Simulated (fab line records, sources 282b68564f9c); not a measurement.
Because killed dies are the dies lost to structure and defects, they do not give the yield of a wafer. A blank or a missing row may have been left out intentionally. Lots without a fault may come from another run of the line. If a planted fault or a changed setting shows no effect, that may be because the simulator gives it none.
fab line records :: flow rit-cmos
[record]
  lots = 13
  wafers = 39
  last-day = 7
route steps=202 shown GATE@89 M1@202
lots that met no fault: taken from a fault-free run of the same line
start-h: the number of hours between the record's first day and the start of the first shown wafer of the lot :: wait-h: hours since the lot's step before :: " same as the row above :: L1.1+2: several wafers, shown together as one row :: - no value, or no start given :: * or withheld: withheld :: < > ~ a bound
route shown NAME@n: names a module that has steps shown in the file, with the first one's number in the route :: usual: average and standard deviation across the fault-free wafers :: same: alike in all rows :: chamber/n: place in a boat :: sites: the reading at each site :: _std_site: the standard deviation of these :: _edge_site: the outer-site mean with the inner-site mean subtracted :: radius-mm: for every site, how far away it sits from the centre of the wafer :: mask NAME#n: copy n :: behind: the tool/chamber that last shaped the wafer :: hold: why the lot was held/for how many hours/how that ended :: device: the transistor (n, p or np) that didn't switch :: end of line: at the end of the route, the tests of the same wafers :: a step without rows: its recipe alone :: killed: at the first sort, the dies lost to defects and structure; wafer yield is something else :: map: a wafer's dies, x killed, . not, _ none there
set.NAME: the setting as run; set.NAME@STEP: as run at that earlier step :: model.NAME: the simulator's own value behind a step, which no gauge read
one table for each step of the route and one row for each wafer, over a sample of lots
services: a tool's chamber out of use, with start hour (start-h, from the record's first day; less than 0 if before it), hours out, and reason
[[steps]]
[step RIT_GATE_EXPOSE_13]
[recipe]
  mask-id = M6
  na = 0.6
  source-shape = conventional
  sigma-outer = 0.6
  target-cd-nm = 150
  dose-mj = 380
[same]
  sigma-outer = 0.6
lot.wafer: L172.1+2+4
tool: iline-stepper-01
chamber: 0
start-h: 38.71
wait-h: 0.1
mask: M6#0

lot.wafer: L173.1+2+6
tool: iline-stepper-02
chamber: 0
start-h: 45.95
wait-h: 0.2
mask: M6#0

lot.wafer: L174.2+4+6
tool: iline-stepper-02
chamber: 0
start-h: 51.70
wait-h: 0.1
mask: M6#0

lot.wafer: L175.1+4+6
tool: iline-stepper-01
chamber: 0
start-h: 55.24
wait-h: 0.2
mask: M6#0

lot.wafer: L177.1+3+5
tool: iline-stepper-01
chamber: 0
start-h: 65.84
wait-h: 0.1
mask: M6#0

lot.wafer: L178.1+3+6
tool: iline-stepper-01
chamber: 0
start-h: 70.84
wait-h: 0.1
mask: M6#0

lot.wafer: L180.2+5+6
tool: iline-stepper-02
chamber: 0
start-h: 83.71
wait-h: 0.1
mask: M6#0

lot.wafer: L182.2+4+5
tool: iline-stepper-01
chamber: 0
start-h: 92.17
wait-h: 0.1
mask: M6_R1#0

lot.wafer: L183.2+3+6
tool: iline-stepper-01
chamber: 0
start-h: 98.61
wait-h: 0.1
mask: M6#0

lot.wafer: L185.2+5+6
tool: iline-stepper-01
chamber: 0
start-h: 106.29
wait-h: 0.1
mask: M6#0

lot.wafer: L192.1+3+6
tool: iline-stepper-02
chamber: 0
start-h: 141.45
wait-h: 0.1
mask: M6#0

lot.wafer: L193.3+4+6
tool: iline-stepper-02
chamber: 0
start-h: 142.74
wait-h: 0.1
mask: M6#0

lot.wafer: L195.1+4+5
tool: iline-stepper-02
chamber: 0
start-h: 155.69
wait-h: 0.1
mask: M6#0
[step RIT_GATE_CD_MEAS_16]
[recipe]
  target-cd-nm = 150
[usual]
  cd-nm = 149.3/2.1
lot.wafer: L172.1
tool: cd-sem-02
chamber: -
start-h: 39.11
wait-h: -
cd-nm: 151.6

lot.wafer: L172.2
tool: cd-sem-02
chamber: -
start-h: 39.11
wait-h: -
cd-nm: 152.2

lot.wafer: L172.4
tool: cd-sem-02
chamber: -
start-h: 39.11
wait-h: -
cd-nm: 151.2

lot.wafer: L173.1
tool: cd-sem-02
chamber: -
start-h: 46.35
wait-h: -
cd-nm: 146.3

lot.wafer: L173.2
tool: cd-sem-02
chamber: -
start-h: 46.35
wait-h: -
cd-nm: 147.5

lot.wafer: L173.6
tool: cd-sem-02
chamber: -
start-h: 46.35
wait-h: -
cd-nm: 147.0

lot.wafer: L174.2
tool: cd-sem-01
chamber: -
start-h: 52.13
wait-h: -
cd-nm: 148.0

lot.wafer: L174.4
tool: cd-sem-01
chamber: -
start-h: 52.13
wait-h: -
cd-nm: 150.2

lot.wafer: L174.6
tool: cd-sem-01
chamber: -
start-h: 52.13
wait-h: -
cd-nm: 148.6

lot.wafer: L175.1
tool: cd-sem-01
chamber: -
start-h: 55.64
wait-h: -
cd-nm: 152.2

lot.wafer: L175.4
tool: cd-sem-01
chamber: -
start-h: 55.64
wait-h: -
cd-nm: 149.6

lot.wafer: L175.6
tool: cd-sem-01
chamber: -
start-h: 55.64
wait-h: -
cd-nm: 149.5

lot.wafer: L177.1
tool: cd-sem-01
chamber: -
start-h: 66.24
wait-h: -
cd-nm: 149.4

lot.wafer: L177.3
tool: cd-sem-01
chamber: -
start-h: 66.24
wait-h: -
cd-nm: 145.3

lot.wafer: L177.5
tool: cd-sem-01
chamber: -
start-h: 66.24
wait-h: -
cd-nm: 146.7

lot.wafer: L178.1
tool: cd-sem-01
chamber: -
start-h: 71.24
wait-h: -
cd-nm: 148.6

lot.wafer: L178.3
tool: cd-sem-01
chamber: -
start-h: 71.24
wait-h: -
cd-nm: 148.4

lot.wafer: L178.6
tool: cd-sem-01
chamber: -
start-h: 71.24
wait-h: -
cd-nm: 145.3

lot.wafer: L180.2
tool: cd-sem-01
chamber: -
start-h: 84.15
wait-h: -
cd-nm: 145.9

lot.wafer: L180.5
tool: cd-sem-01
chamber: -
start-h: 84.15
wait-h: -
cd-nm: 147.8

lot.wafer: L180.6
tool: cd-sem-01
chamber: -
start-h: 84.15
wait-h: -
cd-nm: 147.7

lot.wafer: L182.2
tool: cd-sem-02
chamber: -
start-h: 92.57
wait-h: -
cd-nm: 129.0

lot.wafer: L182.4
tool: cd-sem-02
chamber: -
start-h: 92.57
wait-h: -
cd-nm: 129.7

lot.wafer: L182.5
tool: cd-sem-02
chamber: -
start-h: 92.57
wait-h: -
cd-nm: 130.1

lot.wafer: L183.2
tool: cd-sem-02
chamber: -
start-h: 99.01
wait-h: -
cd-nm: 147.8

lot.wafer: L183.3
tool: cd-sem-02
chamber: -
start-h: 99.01
wait-h: -
cd-nm: 149.3

lot.wafer: L183.6
tool: cd-sem-02
chamber: -
start-h: 99.01
wait-h: -
cd-nm: 147.8

lot.wafer: L185.2
tool: cd-sem-02
chamber: -
start-h: 106.69
wait-h: -
cd-nm: 153.7

lot.wafer: L185.5
tool: cd-sem-02
chamber: -
start-h: 106.69
wait-h: -
cd-nm: 152.7

lot.wafer: L185.6
tool: cd-sem-02
chamber: -
start-h: 106.69
wait-h: -
cd-nm: 153.7

lot.wafer: L192.1
tool: cd-sem-02
chamber: -
start-h: 141.85
wait-h: -
cd-nm: 148.6

lot.wafer: L192.3
tool: cd-sem-02
chamber: -
start-h: 141.85
wait-h: -
cd-nm: 149.8

lot.wafer: L192.6
tool: cd-sem-02
chamber: -
start-h: 141.85
wait-h: -
cd-nm: 148.9

lot.wafer: L193.3
tool: cd-sem-01
chamber: -
start-h: 143.14
wait-h: -
cd-nm: 146.3

lot.wafer: L193.4
tool: cd-sem-01
chamber: -
start-h: 143.14
wait-h: -
cd-nm: 147.3

lot.wafer: L193.6
tool: cd-sem-01
chamber: -
start-h: 143.14
wait-h: -
cd-nm: 149.1

lot.wafer: L195.1
tool: cd-sem-01
chamber: -
start-h: 156.09
wait-h: -
cd-nm: 148.2

lot.wafer: L195.4
tool: cd-sem-01
chamber: -
start-h: 156.09
wait-h: -
cd-nm: 147.3

lot.wafer: L195.5
tool: cd-sem-01
chamber: -
start-h: 156.09
wait-h: -
cd-nm: 147.1
[step RIT_M1_PROBE_99]
[usual]
  killed_at_M0_to_M3 = 0.0/0.12
  killed-at-contacts = 0.1/0.25
  killed-at-front-end = 6.8/2.7
  killed-dies = 6.8/2.7
  killed-on-rim = 1.7/1.2
  killed-open = 3.4/1.8
  killed-short = 3.5/1.7
[same]
  gross-dies = 264
  killed_at_M4_up = 0
  killed-at-back-side = 0
  killed-at-other = 0
lot.wafer: L182.2
tool: prober-01
chamber: -
start-h: 128.55
wait-h: 1.2
killed_at_M0_to_M3: 0
killed-at-contacts: 0
killed-at-front-end: 39
killed-dies: 39
killed-on-rim: 23
killed-open: 0
killed-short: 3

lot.wafer: L182.4
tool: prober-01
chamber: -
start-h: 128.65
wait-h: 1.3
killed_at_M0_to_M3: 0
killed-at-contacts: 0
killed-at-front-end: 35
killed-dies: 35
killed-on-rim: 26
killed-open: 5
killed-short: 0

lot.wafer: L182.5
tool: prober-01
chamber: -
start-h: 128.70
wait-h: 1.3
killed_at_M0_to_M3: 0
killed-at-contacts: 0
killed-at-front-end: 32
killed-dies: 32
killed-on-rim: 22
killed-open: 0
killed-short: 2
// killed by level:class
L182.2 GATE:area-expose=36 GATE:geometric-particle:short=2 SILICIDE:geometric-particle:short=1
L182.4 GATE:area-expose=30 FOX2:geometric-particle:open=2 SPACER:geometric-particle:open=2 GATE:geometric-particle:open=1
L182.5 GATE:area-expose=30 GATE:geometric-particle:short=1 SILICIDE:geometric-particle:short=1
[[services]]
tool: iline-stepper-02
chamber: -
start-h: 20.94
hours: 10.6
kind: repair

tool: iline-stepper-02
chamber: -
start-h: 36.19
hours: 1.7
kind: pm

tool: iline-stepper-01
chamber: -
start-h: 47.06
hours: 4.2
kind: repair

tool: iline-stepper-01
chamber: -
start-h: 137.83
hours: 1.7
kind: pm

tool: iline-stepper-01
chamber: -
start-h: 149.55
hours: 10.1
kind: repair
[[key]]
[first-sign]
  step = RIT_GATE_EXPOSE_13
  reading = mask
  direction = changed
[effect]
  step = RIT_GATE_CD_MEAS_16
  reading = cd-nm
  direction = down
  sigmas = 9.2
  usual = 149.3
  struck = 129.6
[effect]
  step = RIT_M1_PROBE_99
  reading = killed-at-front-end
  direction = up
  sigmas = 10
  usual = 6.8
  struck = 35.3
[more-kills-born-at]
  RIT_GATE_EXPOSE_13@iline-stepper-01 = 96
met-at RIT_GATE_EXPOSE_13
struck-lots L182
tester-left-out L182
onset-between 70.84 92.17
[fault]
  kind = wrong-mask
  tool = any
  chamber = -
  onset-h = 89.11
  steps = RIT_GATE_EXPOSE_13
  aux-copy = M6_R1#0
  cd-offset-nm = -22
  scope = struck-lots-only
// tester-left-out: of these lots the tester's yield and bins aren't shown, on N5 and GAA mostly nor the transistor test; their killed dies are dies lost to structure and defects alone, not to doping, threshold or leakage, so they don't give the yield
